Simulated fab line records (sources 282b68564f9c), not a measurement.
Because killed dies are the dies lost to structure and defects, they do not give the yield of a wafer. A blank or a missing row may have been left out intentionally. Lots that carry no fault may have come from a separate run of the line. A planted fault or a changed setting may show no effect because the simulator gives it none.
A struck lot beside a sound one	flow rit_cmos	15 steps out of a route of 202
Sound: the wafers L851.1, L851.2, L851.3. The struck wafers were L852.1, L852.3, L852.5. The cause is named last.
Per side, at each step with rows, come the tool, then ch with its chambers, and then its first start. Under that, the readings that differ: sound wafers	struck wafers	difference of the means	sigmas: that difference in standard deviations of wafers without a fault.
alike: words and numbers the same on both sides, and readings whose means are apart by under 2 such deviations; not compared: readings that were withheld, readings missing a value for some wafer, numbers with overlapping values and no deviation given by the record, and bounds like >300 which may hide the same value.
Wherever a step has rows on one side only, a row that says differs or no value, or a row with sigmas, the two part there. Numbers that have no deviation but don't overlap get no sigmas and don't part them. A reading that every wafer of one side lacks parts them only if that side has two wafers or more.

first, 3 steps without rows for these wafers: RIT_ACTIVE_CLEAN_16 (cleans in dHF, time 30 s); RIT_ACTIVE_CLEAN_17 (cleans in SC2, time 600 s); RIT_FOX1_OXIDATION_00 (target thk 350.7 nm, ox time 1130 s).
RIT_FOX1_THK_MEAS_01:
  sound: film_metro-04 at day 4 00:25; struck: film_metro-04 at day 4 05:21
  alike: FOX1_OXIDE_THK
then, 2 steps without rows for these wafers: RIT_FOX1_WET_ETCH_02 (etches SiO2 in BOE, target depth 350 nm, time 390 s); RIT_FOX2_OXIDATION_00 (target thk 350.7 nm, ox time 1130 s).
RIT_FOX2_THK_MEAS_01:
  sound: film_metro-01 at day 4 02:52; struck: film_metro-02 at day 4 07:37
  alike: FOX2_OXIDE_THK
then, 2 steps without rows for these wafers: RIT_FOX2_CLEAN_02 (cleans in dHF, time 180 s); RIT_FOX2_WET_ETCH_03 (etches Si3N4 in H3PO4, target depth 195 nm, time 2700 s).
RIT_FOX2_THK_MEAS_90:
  sound: film_metro-03 at day 4 03:53; struck: film_metro-03 at day 4 08:29
  alike: FIELD_OXIDE_LEFT_1_THK
then, 2 steps without rows for these wafers: RIT_NWELL_HMDS_00 (prime time 60 s); RIT_NWELL_COAT_01 (resist thk 1300 nm).
RIT_NWELL_SOFTBAKE_02: time 60 s.
  sound on litho_track-01 ch 0, day 4 04:15; struck on litho_track-04 ch 0, day 4 08:51
reading	sound	struck	difference	sigmas
run_length_s (s)	88.89 88.89 89.14	98.13 98.45 97.99	+9.22	+51
then, 1 step without rows for these wafers: RIT_NWELL_EXPOSE_03 (exposes mask M2, target cd 43900 nm).
RIT_M1_PROBE_99:
  the record has rows for the struck wafers here (prober-01, day 6 00:28) and none for the sound ones

== WHERE THEY PART ==
Last at RIT_M1_PROBE_99 as far as this record goes, first at RIT_NWELL_SOFTBAKE_02.

WHY: what the simulator had put in
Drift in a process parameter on litho_track-04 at RIT_NWELL_SOFTBAKE_02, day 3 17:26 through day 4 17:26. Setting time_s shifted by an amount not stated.
